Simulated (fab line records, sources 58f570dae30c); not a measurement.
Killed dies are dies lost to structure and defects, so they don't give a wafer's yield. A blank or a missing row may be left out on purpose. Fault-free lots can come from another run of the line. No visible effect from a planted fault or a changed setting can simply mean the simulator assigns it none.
Which tool was responsible? + flow berkeley_cmos170 + 14 lots with 42 wafers sampled at 4 steps, on a route of 331 steps

## WHAT THE GAUGES SHOWED, per wafer
UCB170_M1_CD_MEAS_09 targets a cd of 700 nm. Usual: cd_nm at 699.8 nm, with a standard deviation of 1.4.
| lot  | measured     | on        | cd_nm (nm)        | flag |
|------|--------------|-----------|-------------------|------|
| L564 | day 6 12:34  | cd_sem-01 | 699.0 698.9 697.9 |      |
| L565 | day 7 01:31  | cd_sem-02 | 700.7 698.9 698.7 |      |
| L566 | day 7 17:10  | cd_sem-02 | 701.1 701.6 701.7 |      |
| L567 | day 7 12:32  | cd_sem-02 | 699.7 700.5 701.9 |      |
| L570 | day 8 14:01  | cd_sem-01 | 699.1 700.1 701.9 |      |
| L572 | day 8 17:53  | cd_sem-02 | 697.1 697.5 697.4 |      |
| L571 | day 8 21:58  | cd_sem-02 | 700.2 699.5 699.7 |      |
| L573 | day 9 00:07  | cd_sem-02 | 698.5 699.8 698.5 |      |
| L576 | day 10 11:50 | cd_sem-02 | 699.9 699.9 699.0 |      |
| L575 | day 9 23:53  | cd_sem-01 | 697.6 695.8 697.8 |      |
| L577 | day 10 18:53 | cd_sem-02 | 700.7 700.1 698.6 |      |
| L582 | day 10 19:16 | cd_sem-02 | 700.5 700.9 701.1 |      |
| L584 | day 11 18:08 | cd_sem-02 | 700.9 701.1 700.0 |      |
| L586 | day 11 20:31 | cd_sem-01 | 699.9 699.2 699.7 |      |

## WHICH TOOL RAN EACH LOT (tool, then ch and the chambers of the sampled wafers, then the start)
| lot  | UCB170_PFIELD_DEVELOP_05         | UCB170_GATE_STRIP_16                 | UCB170_NSD_STRIP_09                  |
|------|----------------------------------|--------------------------------------|--------------------------------------|
| L564 | litho_track-04 ch 0, day 4 00:00 | plasma_asher-01 ch 0,1, day 5 17:17  | plasma_asher-04 ch 0, day 6 04:43    |
| L565 | litho_track-04 ch 0, day 4 06:00 | plasma_asher-04 ch 0,1, day 6 01:59  | plasma_asher-03 ch 0,1, day 6 17:44  |
| L566 | litho_track-01 ch 0, day 4 23:00 | plasma_asher-04 ch 0,1, day 6 17:40  | plasma_asher-01 ch 0,1, day 7 05:27  |
| L567 | litho_track-02 ch 0, day 5 02:00 | plasma_asher-01 ch 0,1, day 6 17:24  | plasma_asher-04 ch 0,1, day 7 04:46  |
| L570 | litho_track-02 ch 0, day 5 15:00 | plasma_asher-01 ch 1, day 7 12:55    | plasma_asher-04 ch 0,1, day 8 05:22  |
| L572 | litho_track-02 ch 0, day 6 00:00 | plasma_asher-03 ch 0,1, day 7 20:28  | plasma_asher-04 ch 0, day 8 08:32    |
| L571 | litho_track-02 ch 0, day 6 00:00 | plasma_asher-01 ch 0,1, day 7 20:43  | plasma_asher-03 ch 0,1, day 8 13:40  |
| L573 | litho_track-02 ch 0, day 6 00:00 | plasma_asher-04 ch 0,1, day 7 20:58  | plasma_asher-04 ch 0,1, day 8 13:58  |
| L576 | litho_track-02, day 6 21:00      | plasma_asher-03 ch 0,1, day 9 02:13  | plasma_asher-04 ch 0,1, day 9 19:11  |
| L575 | litho_track-02, day 6 21:00      | plasma_asher-01 ch 0,1, day 9 01:59  | plasma_asher-04 ch 0,1, day 9 15:22  |
| L577 | litho_track-01 ch 0, day 7 02:00 | plasma_asher-01 ch 0,1, day 9 10:49  | plasma_asher-03 ch 0,1, day 10 06:10 |
| L582 | litho_track-01 ch 0, day 7 20:00 | plasma_asher-01 ch 0,1, day 9 18:05  | plasma_asher-01 ch 0,1, day 10 06:53 |
| L584 | litho_track-02 ch 0, day 8 13:00 | plasma_asher-01 ch 0,1, day 10 20:28 | plasma_asher-03 ch 0,1, day 11 08:10 |
| L586 | litho_track-01 ch 0, day 9 06:00 | plasma_asher-01 ch 0,1, day 10 20:59 | plasma_asher-03 ch 0,1, day 11 09:02 |
- UCB170_PFIELD_DEVELOP_05: develop time 45 s.
- UCB170_GATE_STRIP_16: strips in O2.
- UCB170_NSD_STRIP_09: strips in O2.

## WHAT THE TOOLS THEMSELVES READ (means of the sampled wafers that have a number; where no wafer has one, the mark that the record gives instead)
UCB170_PFIELD_DEVELOP_05. Usual: chill_plate_temp_C 23.00 C, standard deviation 0.09; developer_temp_C 20.98 C, standard deviation 0.096.
| lot  | tool           | chill_plate_temp_C (C) | developer_temp_C (C) | flag |
|------|----------------|------------------------|----------------------|------|
| L564 | litho_track-04 | 22.96                  | 20.97                |      |
| L565 | litho_track-04 | 22.92                  | 20.97                |      |
| L566 | litho_track-01 | 23.04                  | 21.02                |      |
| L567 | litho_track-02 | 23.00                  | 21.03                |      |
| L570 | litho_track-02 | 22.95                  | 20.94                |      |
| L572 | litho_track-02 | 23.05                  | 20.95                |      |
| L571 | litho_track-02 | 23.02                  | 21.09                |      |
| L573 | litho_track-02 | 23.11                  | 20.99                |      |
| L576 | litho_track-02 | -                      | -                    | OFF  |
| L575 | litho_track-02 | -                      | -                    | OFF  |
| L577 | litho_track-01 | 22.98                  | 21.04                |      |
| L582 | litho_track-01 | 23.04                  | 21.00                |      |
| L584 | litho_track-02 | 23.03                  | 20.91                |      |
| L586 | litho_track-01 | 22.91                  | 21.01                |      |

UCB170_GATE_STRIP_16. Usual: drypump_motor_current_A 5.9 A, standard deviation 0.7; oes_product_au 0.724 a.u., standard deviation 0.0044.
| lot  | tool            | drypump_motor_current_A (A) | oes_product_au (a.u.) | flag |
|------|-----------------|-----------------------------|-----------------------|------|
| L564 | plasma_asher-01 | 6.1                         | 0.723                 |      |
| L565 | plasma_asher-04 | 6.3                         | 0.727                 |      |
| L566 | plasma_asher-04 | 5.9                         | 0.722                 |      |
| L567 | plasma_asher-01 | 6.0                         | 0.724                 |      |
| L570 | plasma_asher-01 | 6.7                         | 0.723                 |      |
| L572 | plasma_asher-03 | 6.0                         | 0.722                 |      |
| L571 | plasma_asher-01 | 5.5                         | 0.723                 |      |
| L573 | plasma_asher-04 | 6.2                         | 0.723                 |      |
| L576 | plasma_asher-03 | 6.1                         | 0.729                 |      |
| L575 | plasma_asher-01 | 6.1                         | 0.725                 |      |
| L577 | plasma_asher-01 | 5.5                         | 0.726                 |      |
| L582 | plasma_asher-01 | 6.0                         | 0.723                 |      |
| L584 | plasma_asher-01 | 5.5                         | 0.724                 |      |
| L586 | plasma_asher-01 | 6.1                         | 0.727                 |      |

UCB170_NSD_STRIP_09. Usual: drypump_motor_current_A 6.0 A, standard deviation 0.51; oes_product_au 0.534 a.u., standard deviation 0.0047; strip_time_to_endpoint_s 35.84 s, standard deviation 0.074.
| lot  | tool            | drypump_motor_current_A (A) | oes_product_au (a.u.) | strip_time_to_endpoint_s (s) | flag |
|------|-----------------|-----------------------------|-----------------------|------------------------------|------|
| L564 | plasma_asher-04 | 6.6                         | 0.535                 | 35.76                        |      |
| L565 | plasma_asher-03 | 6.0                         | 0.538                 | 35.91                        |      |
| L566 | plasma_asher-01 | 6.1                         | 0.538                 | 35.81                        |      |
| L567 | plasma_asher-04 | 5.9                         | 0.534                 | 35.83                        |      |
| L570 | plasma_asher-04 | 5.9                         | 0.532                 | 35.97                        |      |
| L572 | plasma_asher-04 | 6.6                         | 0.532                 | 35.83                        |      |
| L571 | plasma_asher-03 | 6.1                         | 0.536                 | 35.88                        |      |
| L573 | plasma_asher-04 | 6.3                         | 0.532                 | 35.87                        |      |
| L576 | plasma_asher-04 | 5.9                         | 0.532                 | 35.87                        |      |
| L575 | plasma_asher-04 | 5.9                         | 0.534                 | 35.78                        |      |
| L577 | plasma_asher-03 | 6.1                         | 0.533                 | 35.92                        |      |
| L582 | plasma_asher-01 | 6.0                         | 0.533                 | 35.80                        |      |
| L584 | plasma_asher-03 | 6.1                         | 0.534                 | 35.94                        |      |
| L586 | plasma_asher-03 | 6.2                         | 0.531                 | 35.80                        |      |

## THE ANSWER, worked out from the rows above alone
Rule: a lot is off if the mean of its wafers that have a number lies more than 3 standard deviations from the usual mean. A lot without any number at a reading at which 4 lots or more have one is off too. Any other lot the step has rows for is counted as sound. Order of review: gauges by route order, followed by the tools' own readings, for which a lot's mean as printed above is used. At the first step where some lot is off, the reading lying furthest off is the one used; lots without a number count as furthest.
Off, at UCB170_PFIELD_DEVELOP_05 on chill_plate_temp_C: L576, L575. Without a number there: L576, L575.
A tool fits if, at that step or a process step before it, it ran every lot that is off, and no sound lot after the first of them. No candidate that was tried fits.

## WHAT WAS PUT IN BY THE SIMULATOR
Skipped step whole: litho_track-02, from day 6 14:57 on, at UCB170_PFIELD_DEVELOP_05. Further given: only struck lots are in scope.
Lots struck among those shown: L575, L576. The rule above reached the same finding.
